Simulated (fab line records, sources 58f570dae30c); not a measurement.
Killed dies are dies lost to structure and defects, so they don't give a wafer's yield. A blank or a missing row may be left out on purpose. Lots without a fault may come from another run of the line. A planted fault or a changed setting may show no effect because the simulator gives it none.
fab line records | flow berkeley_cmos170
record lots=15 wafers=45 last_day=13
route steps=331 shown CONTACT@218 M1@248 V1@263
lots that met no fault: from a run of the same line without faults
start_h: hours from the record's first day to the start of the lot's first wafer shown | wait_h: hours since the lot's step before | " the same as in the row above | L1.1+2: a row that stands for several wafers | - no value, or no start given | * or withheld: withheld | < > ~ a bound
route shown NAME@n: a module of which the file shows steps, and the number in the route of the first | usual: mean/standard deviation of fault-free wafers | same: alike in all rows | chamber/n: place in a boat | sites: the reading at each site | _std_site: their standard deviation | _edge_site: outer sites' mean less inner sites' | radius_mm: how far each site lies from the wafer's centre | mask NAME#n: copy n | behind: the tool/chamber that last shaped the wafer | hold: why the lot was held/for how many hours/how that ended | device: the transistor (n, p or np) that didn't switch | end of line: the same wafers' tests at the end of the route | a step without rows: its recipe alone | killed: dies lost to structure and defects at the first sort, not the wafer's yield | map: a wafer's dies, x killed, . not, _ none there
set.NAME: the setting as run; set.NAME@STEP: as run at that earlier step | model.NAME: the simulator's own value behind a step, which no gauge read
steps of the route over a sample of lots; a table a step, a row a wafer
services: from which hour (start_h, from the record's first day; less than 0 if before it) a tool's chamber was out of use, for how many hours, and why
## steps
# step UCB170_CONTACT_THK_MEAS_02
# recipe reads=PSG_of_CONTACT_CVD_01
# usual CONTACT_PSG_THK=701/6.8
# columns lot.wafer tool chamber start_h wait_h CONTACT_PSG_THK[nm]
L491.2 film_metro-02 - 163.30 0.0 693
L491.3 " - " " 694
L491.5 " - " " 685
L492.2 film_metro-02 - 177.19 0.0 697
L492.3 " - " " 697
L492.5 " - " " 696
L494.1 film_metro-02 - 190.08 0.0 703
L494.5 " - " " 704
L494.6 " - " " 704
L495.1 film_metro-02 - 193.93 0.0 697
L495.2 " - " " 693
L495.3 " - " " 697
L497.4 film_metro-03 - 195.44 0.0 706
L497.5 " - " " 706
L497.6 " - " " 702
L496.2 film_metro-03 - 207.70 0.0 701
L496.5 " - " " 700
L496.6 " - " " 701
L499.2 film_metro-02 - 207.70 0.0 701
L499.3 " - " " 705
L499.4 " - " " 705
L498.1 film_metro-04 - 207.75 0.1 715
L498.4 " - " " 712
L498.5 " - " " 716
L501.1 film_metro-03 - 220.75 0.0 700
L501.4 " - " " 698
L501.6 " - " " 703
L508.1 film_metro-03 - 255.71 0.0 708
L508.3 " - " " 701
L508.6 " - " " 706
L509.2 film_metro-04 - 273.50 0.0 702
L509.4 " - " " 704
L509.6 " - " " 702
L510.2 film_metro-04 - 279.50 0.0 711
L510.3 " - " " 710
L510.5 " - " " 716
L513.1 film_metro-02 - 294.19 0.0 698
L513.4 " - " " 696
L513.6 " - " " 698
L512.2 film_metro-03 - 294.20 0.0 693
L512.5 " - " " 701
L512.6 " - " " 695
L511.2 film_metro-03 - 294.26 0.1 703
L511.3 " - " " 702
L511.6 " - " " 700
# step UCB170_CONTACT_ETCH_17
# recipe chemistry=N2/H2 target_depth_a=withheld overetch_a=withheld target=BARC time_s=withheld source_w=500 bias_w=100 pressure_mtorr=30 n2_flow_sccm=100 h2_flow_sccm=200
# usual drypump_motor_current_A=5.6/0.51 oes_product_au=1.005/0.02 throttle_valve_pct=13.30/0.096
# columns lot.wafer tool chamber start_h wait_h drypump_motor_current_A oes_product_au throttle_valve_pct
L491.2 rie_diel-01 3 166.15 0.0 5.1 1.000 13.28
L491.3 " 2 " " 5.8 0.995 13.16
L491.5 " 2 " " 5.8 0.992 13.16
L492.2 rie_diel-04 1 179.45 0.0 6.3 0.998 13.31
L492.3 " 3 " " 6.1 1.007 13.25
L492.5 " 0 " " 6.0 1.038 13.17
L494.1 rie_diel-02 2 192.33 0.0 6.8 0.994 13.33
L494.5 " 0 " " 5.3 0.997 13.45
L494.6 " 1 " " 5.1 1.011 13.30
L495.1 rie_diel-01 0 195.90 0.0 5.3 1.007 13.46
L495.2 " 2 " " 5.8 0.990 13.17
L495.3 " 1 " " 5.3 1.012 13.38
L497.4 rie_diel-04 2 200.28 0.0 5.2 1.036 13.26
L497.5 " 2 " " 5.2 1.030 13.28
L497.6 " 1 " " 6.3 0.987 13.32
L499.2 rie_diel-02 0 210.49 0.0 5.3 0.983 13.45
L499.3 " 2 " " 6.8 0.979 13.32
L499.4 " 1 " " 5.1 1.000 13.28
L496.2 rie_diel-04 3 210.61 0.0 6.2 1.005 13.23
L496.5 " 1 " " 6.3 0.991 13.32
L496.6 " 2 " " 5.2 1.046 13.26
L498.1 rie_diel-01 2 210.73 0.0 5.8 0.996 13.16
L498.4 " 0 " " 5.3 1.015 13.47
L498.5 " 1 " " 5.3 1.021 13.36
L501.1 rie_diel-01 0 222.61 0.0 5.3 1.010 13.46
L501.4 " 2 " " 5.8 0.988 13.16
L501.6 " 2 " " 5.8 0.991 13.17
L508.1 rie_diel-02 1 258.14 0.0 5.1 1.000 13.27
L508.3 " 0 " " 5.4 0.987 13.45
L508.6 " 2 " " 6.8 0.989 13.33
L509.2 rie_diel-01 1 277.58 0.0 5.3 1.015 13.37
L509.4 " 2 " " 5.8 0.983 13.16
L509.6 " 0 " " 5.3 1.009 13.46
L510.2 rie_diel-01 2 281.47 0.0 5.8 0.998 13.16
L510.3 " 3 " " 5.1 0.998 13.25
L510.5 " 3 " " 5.1 1.007 13.28
L512.2 rie_diel-02 0 297.03 0.0 5.4 0.996 13.43
L512.5 " 1 " " 5.1 0.997 13.30
L512.6 " 2 " " 6.7 0.983 13.33
L513.1 rie_diel-01 0 297.19 0.0 5.3 1.010 13.46
L513.4 " 1 " " 5.3 1.017 13.38
L513.6 " 0 " " 5.3 1.009 13.46
L511.2 rie_diel-02 3 297.67 0.0 6.1 0.981 13.29
L511.3 " 1 " " 5.1 0.989 13.30
L511.6 " 2 " " 6.8 0.981 13.34
# step UCB170_M1_OVL_MEAS_10
# usual M1_OVL=1/6
# columns lot.wafer tool chamber start_h wait_h M1_OVL[nm]
L491.2 overlay-01 - 168.58 0.1 1
L491.3 " - " " 0
L491.5 " - " " -4
L492.2 overlay-02 - 181.91 0.1 -1
L492.3 " - " " -5
L492.5 " - " " -5
L494.1 overlay-02 - 194.41 0.1 5
L494.5 " - " " 1
L494.6 " - " " -6
L495.1 overlay-02 - 200.65 0.1 -4
L495.2 " - " " 2
L495.3 " - " " 4
L497.4 overlay-01 - 202.72 0.1 5
L497.5 " - " " 5
L497.6 " - " " 7
L499.2 overlay-01 - 213.37 0.1 8
L499.3 " - " " 9
L499.4 " - " " -2
L496.2 overlay-01 - 214.22 0.1 9
L496.5 " - " " 6
L496.6 " - " " 5
L498.1 overlay-01 - 214.45 0.1 6
L498.4 " - " " 11
L498.5 " - " " 11
L501.1 overlay-01 - 224.37 0.1 0
L501.4 " - " " 4
L501.6 " - " " -4
L508.1 overlay-02 - 260.10 0.1 -6
L508.3 " - " " 8
L508.6 " - " " 4
L509.2 overlay-02 - 279.66 0.1 -3
L509.4 " - " " -5
L509.6 " - " " -3
L510.2 overlay-02 - 283.37 0.1 -4
L510.3 " - " " 4
L510.5 " - " " -5
L512.2 overlay-01 - 298.91 0.1 0
L512.5 " - " " 9
L512.6 " - " " -1
L513.1 overlay-01 - 299.72 0.1 6
L513.4 " - " " 3
L513.6 " - " " 8
L511.2 overlay-01 - 300.20 0.1 4
L511.3 " - " " -3
L511.6 " - " " 9
# step UCB170_V1_EXPOSE_09
# recipe mask_id=VIA1 target_cd_nm=700 na=0.5 sigma_outer=0.6 source_shape=conventional dose_mj=37
# usual exposure_dose_mJ_cm2=36.98/0.041 focus_offset_nm=0.0/0.49
# columns lot.wafer tool chamber start_h wait_h mask exposure_dose_mJ_cm2 focus_offset_nm
L491.2 krf_scanner-02 0 175.22 0.1 VIA1#0 37.02 -0.2
L491.3 " 0 " " VIA1#0 36.94 -0.3
L491.5 " 0 " " VIA1#0 36.98 0.2
L492.2 krf_scanner-01 0 187.49 0.1 VIA1#0 37.06 -0.3
L492.3 " 0 " " VIA1#0 36.99 -0.2
L492.5 " 0 " " VIA1#0 36.98 0.7
L494.1 krf_scanner-01 0 198.83 0.2 VIA1#0 36.95 0.2
L494.5 " 0 " " VIA1#0 36.97 0.5
L494.6 " 0 " " VIA1#0 37.01 -0.1
L495.1 krf_scanner-02 0 204.06 0.3 VIA1#0 37.00 0.4
L495.2 " 0 " " VIA1#0 37.02 0.8
L495.3 " 0 " " VIA1#0 37.08 0.3
L497.4 krf_scanner-01 0 206.23 0.2 VIA1#0 37.01 -0.6
L497.5 " 0 " " VIA1#0 37.04 -1.1
L497.6 " 0 " " VIA1#0 37.05 -0.3
L499.2 krf_scanner-02 0 217.08 0.1 VIA1#0 37.02 0.2
L499.3 " 0 " " VIA1#0 37.02 0.0
L499.4 " 0 " " VIA1#0 37.02 -0.2
L496.2 krf_scanner-02 - 218.14 0.1 VIA1#0 - -
L496.5 " - " " VIA1#0 - -
L496.6 " - " " VIA1#0 - -
L498.1 krf_scanner-02 - 218.30 0.1 VIA1#0 - -
L498.4 " - " " VIA1#0 - -
L498.5 " - " " VIA1#0 - -
L501.1 krf_scanner-01 - 227.58 0.2 VIA1#0 - -
L501.4 " - " " VIA1#0 - -
L501.6 " - " " VIA1#0 - -
L508.1 krf_scanner-01 0 264.29 0.3 VIA1#0 36.96 -0.6
L508.3 " 0 " " VIA1#0 36.98 -0.8
L508.6 " 0 " " VIA1#0 37.00 -0.5
L509.2 krf_scanner-02 0 283.06 0.2 VIA1#0 36.96 0.3
L509.4 " 0 " " VIA1#0 36.94 -0.6
L509.6 " 0 " " VIA1#0 36.94 -0.3
L510.2 krf_scanner-02 0 286.56 0.1 VIA1#0 36.91 -0.7
L510.3 " 0 " " VIA1#0 36.95 0.0
L510.5 " 0 " " VIA1#0 36.97 0.2
L513.1 krf_scanner-01 0 304.34 0.2 VIA1#0 36.97 -0.4
L513.4 " 0 " " VIA1#0 36.99 -0.6
L513.6 " 0 " " VIA1#0 37.01 0.2
L512.2 krf_scanner-01 0 304.47 0.3 VIA1#0 36.98 0.3
L512.5 " 0 " " VIA1#0 36.99 -0.4
L512.6 " 0 " " VIA1#0 36.99 -0.6
L511.2 krf_scanner-02 0 304.96 0.1 VIA1#0 36.88 0.7
L511.3 " 0 " " VIA1#0 36.90 0.1
L511.6 " 0 " " VIA1#0 36.92 1.3
## services
# columns tool chamber start_h hours kind
rie_diel-04 3 156.98 19.5 repair
rie_diel-01 3 166.99 8.8 repair
rie_diel-01 1 175.02 2.9 repair
krf_scanner-01 0 177.16 - calibration
rie_diel-01 1 177.91 - clean
rie_diel-01 1 177.91 16.8 scheduled_down
rie_diel-01 1 177.91 16.8 vent_cycle
krf_scanner-02 0 191.51 - calibration
rie_diel-01 0 200.05 4.5 repair
krf_scanner-01 - 211.86 7.5 repair
krf_scanner-01 - 220.09 1.3 pm
rie_diel-02 2 228.24 13.7 repair
rie_diel-01 1 246.73 2.6 repair
rie_diel-04 0 249.29 - clean
rie_diel-04 0 249.29 24.0 scheduled_down
rie_diel-04 0 249.29 24.0 vent_cycle
rie_diel-01 - 256.80 0.5 repair
krf_scanner-02 - 259.07 1.3 pm
krf_scanner-01 - 261.72 0.2 repair
krf_scanner-02 - 263.61 1.0 pm
krf_scanner-01 - 267.40 1.0 pm
krf_scanner-02 - 275.58 0.8 pm
rie_diel-04 2 283.05 2.5 repair
krf_scanner-01 - 290.74 0.8 pm
## key
first_sign step=UCB170_V1_EXPOSE_09 reading=tool_record direction=missing
effect none on later readings
met_at UCB170_V1_EXPOSE_09
struck_lots L496,L498,L501
later_rows_left_out L496.2,L496.5,L496.6,L498.1,L498.4,L498.5,L501.1,L501.4,L501.6
sort_left_out L496.2,L496.5,L496.6,L498.1,L498.4,L498.5,L501.1,L501.4,L501.6
not_acting_at UCB170_CONTACT_THK_MEAS_02,UCB170_CONTACT_ETCH_17,UCB170_M1_OVL_MEAS_10
onset_between 217.08 218.14
fault kind=skipped_step_whole tool=krf_scanner-01,krf_scanner-02 chamber=- onset_h=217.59 steps=UCB170_V1_EXPOSE_09 scope=struck_lots_only
# sort_left_out: the simulated sort isn't trusted on such a fault, so these wafers' sort isn't shown, and their yield isn't known
# later_rows_left_out: the simulator's readings of these wafers behind a module that went badly wrong aren't trusted and aren't shown, but for the sort
